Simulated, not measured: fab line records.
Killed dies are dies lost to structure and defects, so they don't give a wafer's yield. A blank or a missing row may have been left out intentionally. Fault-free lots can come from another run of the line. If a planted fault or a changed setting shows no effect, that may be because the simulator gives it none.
fab line records | flow rit-cmos
record: lots: 5 wafers: 23
route steps=202 shown ACTIVE@4 FOX1@22 NWELL@30 PWELL@47 WELLDRIVE@50 NRETRO@54 PRETRO@65 GATE@87 M1@202
start-h: start of the lot's first displayed wafer, in hours after the record's first day | wait-h: time in hours since the lot's previous step | " same as the row above | L1.1+2: a row that stands for several wafers | - either no value or no given start | * or withheld: withheld | < > ~ a bound
route shown NAME@n: names a module that has steps shown in the file, with the first one's number in the route | usual: average and standard deviation across the fault-free wafers | same: alike in all rows | chamber/n: place in a boat | sites: the reading at each site | _std_site: the standard deviation of these | _edge_site: mean of outer sites minus mean of inner sites | radius-mm: how far each site lies from the wafer's centre | mask NAME#n: copy n | behind: the most recent tool/chamber to have shaped the wafer | hold: reason for holding the lot/hours on hold/outcome of the hold | device: names the non-switching transistor (n, p or np) | end of line: at the end of the route, the tests of the same wafers | where a step has no rows: the recipe by itself | killed: the dies lost at the first sort to structure and to defects; this is not the yield of the wafer | map: the dies of a wafer, with x for killed, . for not killed, _ for no die there
set.NAME: the run value of the setting; set.NAME@STEP: its run value at that earlier step | model.NAME: the simulator's own value behind a step, which no gauge read
lots where settings were altered on purpose, with a table for each step and a row for each wafer
== steps ==
step: RIT_ACTIVE_CVD_03
recipe: material: Si3N4 target-thk-nm: 150 temp-c: 810 precursor: SiH2Cl2/NH3 time-s: 1500 pressure-mtorr: 300 sih2cl2-flow-sccm: 60 nh3-flow-sccm: 150
columns lot.wafer tool chamber start-h wait-h set.temp-c model.Si3N4_of_ACTIVE_CVD_03.thk-nm
L074.1 - - - 0.1 829.6 211.8
L074.3 " - " " 829.6 214.1
L074.4 " - " " 829.6 213.6
L074.5 " - " " 829.6 212.8
L074.6 " - " " 829.6 211.9
L078.3 lpcvd-02 1 32.94 0.0 810 149.6
L078.4 " 1 " " 810 148.8
L078.5 " 1 " " 810 148.6
L079.1 - - - 0.6 831.4 218.1
L079.2 " - " " 831.4 217.6
L079.3+5 " - " " 831.4 217.8
L079.4 " - " " 831.4 218.2
L081.1+6 - - - 0.8 810 148.4
L081.3 " - " " 810 148.2
L081.4 " - " " 810 148.7
L081.5 " - " " 810 148.8
L082.1 - - - 0.1 819.6 176.6
L082.3 " - " " 819.6 178.5
L082.4 " - " " 819.6 177.1
L082.5 " - " " 819.6 175.4
L082.6 " - " " 819.6 175.8
step: RIT_ACTIVE_THK_MEAS_04
recipe: reads: Si3N4_of_ACTIVE_CVD_03
usual: ACTIVE_NITRIDE_THK: 150.4/1.7
columns lot.wafer tool chamber start-h wait-h set.temp-c@ACTIVE_CVD_03 ACTIVE_NITRIDE_THK[nm]
L074.1 film-metro-01 - - - 829.6 211.9
L074.3 " - " " 829.6 214.0
L074.4 " - " " 829.6 213.7
L074.5 " - " " 829.6 212.8
L074.6 " - " " 829.6 211.9
L078.3 film-metro-01 - 34.37 0.0 810 149.6
L078.4 " - " " 810 148.8
L078.5 " - " " 810 148.5
L079.1 film-metro-02 - - - 831.4 217.9
L079.2 " - " " 831.4 217.6
L079.3 " - " " 831.4 218.0
L079.4 " - " " 831.4 218.1
L079.5 " - " " 831.4 217.9
L081.1 film-metro-03 - - - 810 148.4
L081.3 " - " " 810 148.2
L081.4 " - " " 810 148.6
L081.5 " - " " 810 148.7
L081.6 " - " " 810 148.3
L082.1 film-metro-01 - - - 819.6 176.5
L082.3 " - " " 819.6 178.5
L082.4 " - " " 819.6 177.1
L082.5 " - " " 819.6 175.4
L082.6 " - " " 819.6 175.7
step: RIT_ACTIVE_COAT_06
recipe: resist: NOVOLAK spin-rpm: 3250 resist-thk-nm: 1000
columns lot.wafer tool chamber start-h wait-h set.spin-rpm model.NOVOLAK_of_ACTIVE_COAT_06.thk-nm
L074.1 litho-track-01 0 13.74 0.1 3111 1018
L074.3 " 0 " " 3111 1022
L074.4 " 0 " " 3111 1019
L074.5 " 0 " " 3250 999.2
L074.6 " 0 " " 3250 998.7
L078.3 litho-track-03 0 34.61 0.1 3250 995.6
L078.4 " 0 " " 3250 997.1
L078.5 " 0 " " 3250 995.2
L079.1+2+4 litho-track-01 0 39.34 0.1 3250 1002
L079.3 " 0 " " 3250 1001
L079.5 " 0 " " 3250 997
L081.1 litho-track-03 0 50.12 0.1 3250 996.9
L081.3 " 0 " " 3319 987.1
L081.4 " 0 " " 3319 985.6
L081.5 " 0 " " 3250 994.3
L081.6 " 0 " " 3319 984.3
L082.1 litho-track-04 0 53.90 0.1 3250 997.5
L082.3 " 0 " " 3250 999.6
L082.4 " 0 " " 3250 1001
L082.5 " 0 " " 3250 999.7
L082.6 " 0 " " 3250 997.4
step: RIT_ACTIVE_SOFTBAKE_07
recipe: resist: NOVOLAK temp-c: 90 time-s: 60
step: RIT_ACTIVE_EXPOSE_08
recipe: mask-id: M1 na: 0.6 source-shape: conventional sigma-outer: 0.6 target-cd-nm: 1400 dose-mj: 230.5
step: RIT_ACTIVE_DEVELOP_10
recipe: resist: NOVOLAK develop-time-s: 50 dev-temp-c: 23
step: RIT_ACTIVE_HARDBAKE_12
recipe: resist: NOVOLAK temp-c: 140 time-s: 60
columns lot.wafer tool chamber start-h wait-h set.spin-rpm@ACTIVE_COAT_06 model.NOVOLAK_of_ACTIVE_COAT_06.thk-nm
L074.1 litho-track-04 0 14.68 0.1 3111 899.6
L074.3 " 0 " " 3111 903
L074.4 " 0 " " 3111 900
L074.5 " 0 " " 3250 883.1
L074.6 " 0 " " 3250 882.7
L078.3 litho-track-01 0 35.43 0.1 3250 880
L078.4 " 0 " " 3250 881.3
L078.5 " 0 " " 3250 879.5
L079.1 litho-track-01 0 40.29 0.1 3250 885.8
L079.2 " 0 " " 3250 885.9
L079.3 " 0 " " 3250 884.4
L079.4 " 0 " " 3250 885.5
L079.5 " 0 " " 3250 881.2
L081.1 litho-track-03 0 50.98 0.1 3250 881
L081.3 " 0 " " 3319 872.4
L081.4 " 0 " " 3319 871.1
L081.5 " 0 " " 3250 878.8
L081.6 " 0 " " 3319 870.1
L082.1 litho-track-03 0 54.75 0.1 3250 881.6
L082.3 " 0 " " 3250 883.4
L082.4 " 0 " " 3250 884.7
L082.5 " 0 " " 3250 883.6
L082.6 " 0 " " 3250 881.4
step: RIT_ACTIVE_ETCH_13
recipe: stop-on: SiO2 chemistry: SF6 target: Si3N4 time-s: 210 over-etch-frac: 0.4 SF6_flow_sccm: 200 pressure-mtorr: 260 rf-w: 125 target-depth-a: 2100
usual: oes-product-au: 0.822/0.011
columns lot.wafer tool chamber start-h wait-h set.temp-c@ACTIVE_CVD_03 oes-product-au model.ACTIVE.feature-depth-nm model.etch.depth-nm
L074.1 rie-diel-04 3 14.83 0.1 829.6 0.994 212.4 -
L074.3 " 2 " " 829.6 0.951 200.4 200.4
L074.4 " 0 " " 829.6 1.031 214.3 213.6
L074.5 " 2 " " 829.6 0.959 198.9 -
L074.6 " 1 " " 829.6 1.006 210.7 -
L078.3 rie-diel-03 3 35.53 0.1 810 0.807 149.6 149.6
L078.4 " 1 " " 810 0.809 148.8 148.8
L078.5 " 0 " " 810 0.825 149.8 148.6
L079.1 rie-diel-04 2 40.44 0.1 831.4 0.959 197.3 197.3
L079.2 " 3 " " 831.4 1.015 216.6 216.6
L079.3 " 1 " " 831.4 0.997 209.2 209.2
L079.4 " 0 " " 831.4 1.028 212.5 212.5
L079.5 " 1 " " 831.4 0.991 208.9 208.9
L081.1 rie-diel-03 1 51.13 0.1 810 0.812 148.4 148.4
L081.3 " 2 " " 810 0.808 148.2 148.2
L081.4 " 0 " " 810 0.818 150 148.7
L081.5 " 2 " " 810 0.809 148.8 148.8
L081.6 " 1 " " 810 0.815 148.4 148.4
L082.1 rie-diel-01 3 54.90 0.1 819.6 0.893 176.7 -
L082.3 " 1 " " 819.6 0.905 178.5 178.5
L082.4 " 2 " " 819.6 0.901 177.1 177.1
L082.5 " 1 " " 819.6 0.894 175.4 175.4
L082.6 " 2 " " 819.6 0.906 175.8 -
step: RIT_FOX1_WET_ETCH_02
recipe: chemistry: BOE target-depth-nm: 350 time-s: 390 temp-c: 21.5 dry: n2-spin dilution: 10:1 target: SiO2
columns lot.wafer tool chamber start-h wait-h set.time-s set.temp-c@ACTIVE_CVD_03 model.Si3N4_of_ACTIVE_CVD_03.thk-nm
L074.1 - - - 0.1 345.3 829.6 204.4
L074.3 " - " " 345.3 829.6 206.7
L074.4 " - " " 345.3 829.6 206.2
L074.5 " - " " 345.3 829.6 205.4
L074.6 " - " " 345.3 829.6 204.5
L078.3 wet-bench-02 0 37.82 0.0 390 810 137.4
L078.4 " 0 " " 390 810 136.6
L078.5 " 0 " " 390 810 136.4
L079.1 - - - 0.1 369.3 831.4 210.7
L079.2 " - " " 369.3 831.4 210.2
L079.3+5 " - " " 369.3 831.4 210.3
L079.4 " - " " 369.3 831.4 210.8
L081.1+6 - - - 0.1 367.5 810 141
L081.3 " - " " 367.5 810 140.8
L081.4 " - " " 367.5 810 141.3
L081.5 " - " " 367.5 810 141.4
L082.1 - - - 0.1 369.3 819.6 169.1
L082.3 " - " " 369.3 819.6 171.1
L082.4 " - " " 369.3 819.6 169.6
L082.5 " - " " 369.3 819.6 168
L082.6 " - " " 369.3 819.6 168.3
step: RIT_NWELL_SOFTBAKE_02
recipe: resist: NOVOLAK temp-c: 90 time-s: 60
columns lot.wafer tool chamber start-h wait-h set.temp-c model.NOVOLAK_of_NWELL_COAT_01.thk-nm
L074.1 litho-track-02 0 21.55 0.1 90 1297
L074.3 " 0 " " 90 1296
L074.4 " 0 " " 92.29 1285
L074.5 " 0 " " 92.29 1286
L074.6 " 0 " " 92.29 1288
L078.3 litho-track-03 0 40.61 0.1 90 1298
L078.4 " 0 " " 90 1295
L078.5 " 0 " " 90 1300
L079.1+2 litho-track-03 0 48.71 0.1 90 1296
L079.3 " 0 " " 90 1295
L079.4 " 0 " " 90 1299
L079.5 " 0 " " 90 1294
L081.1 litho-track-03 0 56.21 0.1 90 1300
L081.3+5+6 " 0 " " 90 1298
L081.4 " 0 " " 90 1301
L082.1 litho-track-03 0 60.48 0.1 93.54 1292
L082.3 " 0 " " 90 1304
L082.4 " 0 " " 90 1306
L082.5 " 0 " " 93.54 1289
L082.6 " 0 " " 90 1300
step: RIT_PWELL_IMPLANT_08
recipe: species: B energy-kev: 170 dose-cm2: 7e+13 tilt-deg: 7
columns lot.wafer tool chamber start-h wait-h set.dose-cm2
L074.1+5 implanter-02 0 24.16 0.2 7e+13
L074.3+4+6 " 0 " " 6.627e+13
L078.3+4+5 implanter-01 0 43.28 0.2 7e+13
L079.1+3+4 implanter-02 0 51.41 0.2 7e+13
L079.2+5 " 0 " " 6.76e+13
L081.1+5+6 implanter-04 0 58.75 0.2 7.384e+13
L081.3+4 " 0 " " 7e+13
L082.1+4+5 implanter-01 0 62.90 0.2 7e+13
L082.3+6 " 0 " " 7.299e+13
step: RIT_PWELL_STRIP_09
recipe: chemistry: O2 time-s: 180 resist: NOVOLAK platen-temp-c: withheld power-w: 500 pressure-mtorr: 4000 o2-flow-sccm: 4000
step: RIT_PWELL_TW_MEAS_10
usual: PWELL_TW: 954/5.5
columns lot.wafer tool chamber start-h wait-h set.dose-cm2@PWELL_IMPLANT_08 PWELL_TW
L074.1 film-metro-01 - 24.49 0.1 7e+13 945
L074.3 " - " " 6.627e+13 934
L074.4 " - " " 6.627e+13 927
L074.5 " - " " 7e+13 952
L074.6 " - " " 6.627e+13 932
L078.3 film-metro-02 - 43.57 0.1 7e+13 947
L078.4 " - " " 7e+13 951
L078.5 " - " " 7e+13 954
L079.1 film-metro-02 - 51.74 0.1 7e+13 957
L079.2 " - " " 6.76e+13 949
L079.3 " - " " 7e+13 957
L079.4 " - " " 7e+13 957
L079.5 " - " " 6.76e+13 951
L081.1 film-metro-01 - 59.08 0.1 7.384e+13 962
L081.3 " - " " 7e+13 951
L081.4 " - " " 7e+13 950
L081.5 " - " " 7.384e+13 962
L081.6 " - " " 7.384e+13 965
L082.1 film-metro-02 - 63.23 0.1 7e+13 960
L082.3 " - " " 7.299e+13 977
L082.4 " - " " 7e+13 957
L082.5 " - " " 7e+13 954
L082.6 " - " " 7.299e+13 973
step: RIT_WELLDRIVE_ANNEAL_00
recipe: temp-c: 1100 time-s: 14700 ambient: N2
step: RIT_WELLDRIVE_RS_MEAS_02
recipe: thk-meas-gauge: four-point-probe
usual: PWELL_RS: 430.0/1.3
columns lot.wafer tool chamber start-h wait-h set.dose-cm2@PWELL_IMPLANT_08 PWELL_RS[ohm/sq]
L074.1 film-metro-04 - 29.75 0.1 7e+13 431.4
L074.3 " - " " 6.627e+13 445.9
L074.4 " - " " 6.627e+13 448.7
L074.5 " - " " 7e+13 431.6
L074.6 " - " " 6.627e+13 448.1
L078.3 film-metro-02 - 50.05 0.1 7e+13 430.4
L078.4 " - " " 7e+13 430.3
L078.5 " - " " 7e+13 430.6
L079.1 film-metro-04 - 57.09 0.1 7e+13 429.9
L079.2 " - " " 6.76e+13 439.9
L079.3 " - " " 7e+13 430.3
L079.4 " - " " 7e+13 430.5
L079.5 " - " " 6.76e+13 439.7
L081.1 film-metro-04 - 64.43 0.1 7.384e+13 416.5
L081.3 " - " " 7e+13 431.0
L081.4 " - " " 7e+13 429.5
L081.5 " - " " 7.384e+13 415.1
L081.6 " - " " 7.384e+13 415.9
L082.1 film-metro-02 - 69.65 0.1 7e+13 429.3
L082.3 " - " " 7.299e+13 417.5
L082.4 " - " " 7e+13 430.2
L082.5 " - " " 7e+13 430.7
L082.6 " - " " 7.299e+13 418.4
step: RIT_NRETRO_COAT_01
recipe: resist: NOVOLAK spin-rpm: 2000 resist-thk-nm: 1300
columns lot.wafer tool chamber start-h wait-h set.resist-thk-nm model.NOVOLAK_of_NRETRO_COAT_01.thk-nm
L074.1 litho-track-03 0 30.02 0.1 1278 1280
L074.3 " 0 " " 1278 1284
L074.4 " 0 " " 1300 1303
L074.5 " 0 " " 1300 1304
L074.6 " 0 " " 1278 1282
L078.3+4 litho-track-01 0 50.33 0.1 1300 1303
L078.5 " 0 " " 1300 1305
L079.1 litho-track-03 0 57.40 0.1 1279 1279
L079.2 " 0 " " 1300 1299
L079.3+5 " 0 " " 1300 1298
L079.4 " 0 " " 1279 1278
L081.1 litho-track-01 0 64.71 0.1 1360 1363
L081.3 " 0 " " 1300 1301
L081.4 " 0 " " 1360 1367
L081.5 " 0 " " 1360 1365
L081.6 " 0 " " 1300 1303
L082.1 litho-track-03 0 69.92 0.1 1300 1303
L082.3+4 " 0 " " 1334 1336
L082.5 " 0 " " 1300 1298
L082.6 " 0 " " 1300 1300
step: RIT_NRETRO_SOFTBAKE_02
recipe: resist: NOVOLAK temp-c: 90 time-s: 60
step: RIT_NRETRO_EXPOSE_03
recipe: mask-id: M4 na: 0.57 target-cd-nm: 43900 dose-mj: 250
step: RIT_NRETRO_DEVELOP_05
recipe: resist: NOVOLAK develop-time-s: 68 dev-temp-c: 23
step: RIT_NRETRO_HARDBAKE_07
recipe: resist: NOVOLAK temp-c: 140 time-s: 120
columns lot.wafer tool chamber start-h wait-h set.resist-thk-nm@NRETRO_COAT_01 model.NOVOLAK_of_NRETRO_COAT_01.thk-nm
L074.1 litho-track-03 0 30.79 0.0 1278 1119
L074.3 " 0 " " 1278 1123
L074.4+5 " 0 " " 1300 1140
L074.6 " 0 " " 1278 1121
L078.3+4 litho-track-02 0 51.43 0.2 1300 1139
L078.5 " 0 " " 1300 1141
L079.1 litho-track-02 0 58.16 0.0 1279 1119
L079.2 " 0 " " 1300 1136
L079.3+5 " 0 " " 1300 1135
L079.4 " 0 " " 1279 1118
L081.1 litho-track-03 0 65.48 0.0 1360 1191
L081.3 " 0 " " 1300 1138
L081.4 " 0 " " 1360 1195
L081.5 " 0 " " 1360 1192
L081.6 " 0 " " 1300 1139
L082.1 litho-track-03 0 70.97 0.2 1300 1139
L082.3 " 0 " " 1334 1168
L082.4 " 0 " " 1334 1167
L082.5 " 0 " " 1300 1136
L082.6 " 0 " " 1300 1137
step: RIT_PRETRO_COAT_01
recipe: resist: NOVOLAK spin-rpm: 2000 resist-thk-nm: 1300
columns lot.wafer tool chamber start-h wait-h set.spin-rpm model.NOVOLAK_of_PRETRO_COAT_01.thk-nm
L074.1 litho-track-01 0 31.70 0.1 2000 1295
L074.3 " 0 " " 1921 1319
L074.4 " 0 " " 1921 1318
L074.5 " 0 " " 1921 1321
L074.6 " 0 " " 2000 1291
L078.3 litho-track-04 0 52.19 0.1 2000 1298
L078.4 " 0 " " 2000 1301
L078.5 " 0 " " 2000 1299
L079.1 litho-track-04 0 58.95 0.1 2000 1299
L079.2+4 " 0 " " 2108 1268
L079.3 " 0 " " 2000 1300
L079.5 " 0 " " 2000 1296
L081.1 litho-track-04 0 66.27 0.1 2134 1263
L081.3 " 0 " " 2000 1303
L081.4 " 0 " " 2134 1261
L081.5 " 0 " " 2000 1305
L081.6 " 0 " " 2000 1304
L082.1 litho-track-04 0 71.76 0.1 2000 1294
L082.3+4+6 " 0 " " 2000 1297
L082.5 " 0 " " 2000 1296
step: RIT_PRETRO_SOFTBAKE_02
recipe: resist: NOVOLAK temp-c: 90 time-s: 61.8
step: RIT_PRETRO_EXPOSE_03
recipe: mask-id: M5 na: 0.57 target-cd-nm: 43700 dose-mj: 250
step: RIT_PRETRO_DEVELOP_05
recipe: resist: NOVOLAK develop-time-s: 68 dev-temp-c: 23
step: RIT_PRETRO_HARDBAKE_07
recipe: resist: NOVOLAK temp-c: 140 time-s: 120
columns lot.wafer tool chamber start-h wait-h set.spin-rpm@PRETRO_COAT_01 model.NOVOLAK_of_PRETRO_COAT_01.thk-nm
L074.1 litho-track-03 0 32.46 0.0 2000 1133
L074.3 " 0 " " 1921 1153
L074.4 " 0 " " 1921 1152
L074.5 " 0 " " 1921 1155
L074.6 " 0 " " 2000 1129
L078.3 litho-track-01 0 52.98 0.1 2000 1135
L078.4 " 0 " " 2000 1138
L078.5 " 0 " " 2000 1136
L079.1 litho-track-01 0 59.71 0.0 2000 1136
L079.2+4 " 0 " " 2108 1109
L079.3 " 0 " " 2000 1137
L079.5 " 0 " " 2000 1133
L081.1 litho-track-01 0 67.23 0.1 2134 1106
L081.3 " 0 " " 2000 1139
L081.4 " 0 " " 2134 1103
L081.5 " 0 " " 2000 1141
L081.6 " 0 " " 2000 1140
L082.1 litho-track-01 0 72.65 0.0 2000 1131
L082.3+4 " 0 " " 2000 1135
L082.5+6 " 0 " " 2000 1134
step: RIT_PRETRO_IMPLANT_08
recipe: species: B energy-kev: 45 dose-cm2: 1.2e+13 tilt-deg: 7
columns lot.wafer tool chamber start-h wait-h set.dose-cm2
L074.1+3 implanter-04 0 32.71 0.2 1.115e+13
L074.4+5+6 " 0 " " 1.2e+13
L078.3+4+5 implanter-01 0 53.20 0.2 1.2e+13
L079.1+2+3 implanter-01 0 59.96 0.2 1.2e+13
L079.4+5 " 0 " " 1.227e+13
L081.1+4+6 implanter-01 0 67.48 0.2 1.228e+13
L081.3+5 " 0 " " 1.2e+13
L082.1+3+6 implanter-03 0 72.90 0.2 1.273e+13
L082.4+5 " 0 " " 1.2e+13
step: RIT_PRETRO_STRIP_09
recipe: chemistry: O2 time-s: 180 resist: NOVOLAK platen-temp-c: withheld power-w: 500 pressure-mtorr: 4000 o2-flow-sccm: 4000
step: RIT_PRETRO_TW_MEAS_10
usual: PRETRO_TW: 476/4.3
columns lot.wafer tool chamber start-h wait-h set.dose-cm2@PRETRO_IMPLANT_08 PRETRO_TW
L074.1 film-metro-01 - 33.04 0.1 1.115e+13 466
L074.3 " - " " 1.115e+13 467
L074.4 " - " " 1.2e+13 477
L074.5 " - " " 1.2e+13 474
L074.6 " - " " 1.2e+13 476
L078.3 film-metro-03 - 53.50 0.1 1.2e+13 471
L078.4 " - " " 1.2e+13 470
L078.5 " - " " 1.2e+13 472
L079.1 film-metro-04 - 60.29 0.1 1.2e+13 479
L079.2 " - " " 1.2e+13 480
L079.3 " - " " 1.2e+13 480
L079.4 " - " " 1.227e+13 484
L079.5 " - " " 1.227e+13 481
L081.1 film-metro-04 - 67.81 0.1 1.228e+13 485
L081.3 " - " " 1.2e+13 481
L081.4 " - " " 1.228e+13 481
L081.5 " - " " 1.2e+13 483
L081.6 " - " " 1.228e+13 482
L082.1 film-metro-04 - 73.22 0.1 1.273e+13 489
L082.3 " - " " 1.273e+13 488
L082.4 " - " " 1.2e+13 479
L082.5 " - " " 1.2e+13 478
L082.6 " - " " 1.273e+13 489
step: RIT_GATE_COAT_11
recipe: resist: NOVOLAK spin-rpm: 4250 resist-thk-nm: 850
columns lot.wafer tool chamber start-h wait-h set.spin-rpm model.NOVOLAK_of_GATE_COAT_11.thk-nm
L074.1 litho-track-03 0 37.87 0.1 4250 848.5
L074.3 " 0 " " 4250 850.3
L074.4 " 0 " " 4250 847.9
L074.5 " 0 " " 4566 817.4
L074.6 " 0 " " 4566 819.5
L078.3 litho-track-02 0 59.23 0.1 4250 851.8
L078.4 " 0 " " 4250 848.5
L078.5 " 0 " " 4250 850.8
L079.1 litho-track-02 0 66.44 0.1 4423 834.6
L079.2 " 0 " " 4250 853
L079.3 " 0 " " 4250 849.5
L079.4 " 0 " " 4250 851.6
L079.5 " 0 " " 4423 832.7
L081.1 litho-track-03 0 72.18 0.1 4250 850.2
L081.3 " 0 " " 4555 823.3
L081.4 " 0 " " 4555 826.6
L081.5 " 0 " " 4555 825
L081.6 " 0 " " 4250 852.9
L082.1 litho-track-02 0 81.66 0.1 4250 851.4
L082.3 " 0 " " 4035 872
L082.4 " 0 " " 4035 873.9
L082.5 " 0 " " 4035 871.9
L082.6 " 0 " " 4250 851
step: RIT_M1_PROBE_99
columns lot.wafer tool chamber start-h wait-h set.dose-cm2@PWELL_IMPLANT_08 model.etest.nmos-turned.drive-ua-um model.etest.pwell-pinched.rs-ohm-sq
L074.1 prober-01 - 59.50 0.1 7e+13 352.6 454.3
L078.3 prober-02 - 82.69 0.2 7e+13 311.4 453.1
L078.4 prober-02 - 82.74 0.2 7e+13 301.2 459.4
L078.5 prober-02 - 82.79 0.2 7e+13 306.7 452.2
L081.1 prober-01 - 95.89 0.1 7.384e+13 290.6 448.3
L081.3 prober-01 - 95.99 0.2 7e+13 302.7 473.6
L081.4 prober-01 - 96.04 0.2 7e+13 309.7 459.1
L081.5 prober-01 - 96.09 0.2 7.384e+13 294.4 441.8
L081.6 prober-01 - 96.14 0.2 7.384e+13 286 441.5
L082.1 prober-02 - 103.33 0.1 7e+13 308.4 465.9
L082.3 prober-02 - 103.43 0.2 7.299e+13 276.1 447.7
L082.4 prober-02 - 103.48 0.2 7e+13 298.8 454.7
L082.6 prober-02 - 103.58 0.2 7.299e+13 272.2 449.6
killed by level:class
L078.3 SPACER:geometric-particle:open=2 FOX1:geometric-particle:open=1 GATE:geometric-particle:short=1 GATE:geometric-particle:open=1 SILICIDE:geometric-particle:short=1 SPACER:geometric-particle:short=1
L078.4 FOX2:geometric-particle:short=2 GATE:geometric-particle:short=1 SPACER:geometric-particle:open=1 SILICIDE:geometric-particle:short=1 CONTACT:geometric-particle:open=1
L078.5 FOX1:geometric-particle:short=1 FOX2:geometric-particle:short=1 REOX:geometric-particle:short=1 SILICIDE:geometric-particle:short=1
== key ==
split: step: RIT_ACTIVE_CVD_03 setting: temp-c stated: 810 by: lot
response: step: RIT_ACTIVE_CVD_03 reading: model.Si3N4_of_ACTIVE_CVD_03.thk-nm change: +26.4 per: 1% r: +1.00
response: step: RIT_ACTIVE_THK_MEAS_04 reading: ACTIVE_NITRIDE_THK change: +26.4 per: 1% r: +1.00
response: step: RIT_ACTIVE_ETCH_13 reading: oes-product-au change: +0.071 per: 1% r: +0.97
response: step: RIT_ACTIVE_ETCH_13 reading: model.ACTIVE.feature-depth-nm change: +23.3 per: 1% r: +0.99
response: step: RIT_ACTIVE_ETCH_13 reading: model.etch.depth-nm change: +23.1 per: 1% r: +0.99
response: step: RIT_FOX1_WET_ETCH_02 reading: model.Si3N4_of_ACTIVE_CVD_03.thk-nm change: +27.1 per: 1% r: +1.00
split: step: RIT_ACTIVE_COAT_06 setting: spin-rpm stated: 3250 by: wafer
response: step: RIT_ACTIVE_COAT_06 reading: model.NOVOLAK_of_ACTIVE_COAT_06.thk-nm change: -4.79 per: 1% r: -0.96
response: step: RIT_ACTIVE_HARDBAKE_12 reading: model.NOVOLAK_of_ACTIVE_COAT_06.thk-nm change: -4.19 per: 1% r: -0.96
split: step: RIT_FOX1_WET_ETCH_02 setting: time-s stated: 390 by: lot
response none clear
split: step: RIT_NWELL_SOFTBAKE_02 setting: temp-c stated: 90 by: wafer
response: step: RIT_NWELL_SOFTBAKE_02 reading: model.NOVOLAK_of_NWELL_COAT_01.thk-nm change: -3.37 per: 1% r: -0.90
split: step: RIT_PWELL_IMPLANT_08 setting: dose-cm2 stated: 7e+13 by: wafer
response: step: RIT_PWELL_TW_MEAS_10 reading: PWELL_TW change: +2.95 per: 1% r: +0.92
response: step: RIT_WELLDRIVE_RS_MEAS_02 reading: PWELL_RS change: -2.81 per: 1% r: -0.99
response: step: RIT_M1_PROBE_99 reading: model.etest.nmos-turned.drive-ua-um change: -4.23 per: 1% r: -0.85
response: step: RIT_M1_PROBE_99 reading: model.etest.pwell-pinched.rs-ohm-sq change: -3.64 per: 1% r: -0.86
split: step: RIT_NRETRO_COAT_01 setting: resist-thk-nm stated: 1300 by: wafer
response: step: RIT_NRETRO_COAT_01 reading: model.NOVOLAK_of_NRETRO_COAT_01.thk-nm change: +13.4 per: 1% r: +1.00
response: step: RIT_NRETRO_HARDBAKE_07 reading: model.NOVOLAK_of_NRETRO_COAT_01.thk-nm change: +11.6 per: 1% r: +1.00
split: step: RIT_PRETRO_COAT_01 setting: spin-rpm stated: 2000 by: wafer
response: step: RIT_PRETRO_COAT_01 reading: model.NOVOLAK_of_PRETRO_COAT_01.thk-nm change: -6.09 per: 1% r: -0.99
response: step: RIT_PRETRO_HARDBAKE_07 reading: model.NOVOLAK_of_PRETRO_COAT_01.thk-nm change: -5.25 per: 1% r: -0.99
split: step: RIT_PRETRO_IMPLANT_08 setting: dose-cm2 stated: 1.2e+13 by: wafer
response: step: RIT_PRETRO_TW_MEAS_10 reading: PRETRO_TW change: +1.34 per: 1% r: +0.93
split: step: RIT_GATE_COAT_11 setting: spin-rpm stated: 4250 by: wafer
response: step: RIT_GATE_COAT_11 reading: model.NOVOLAK_of_GATE_COAT_11.thk-nm change: -4.01 per: 1% r: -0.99
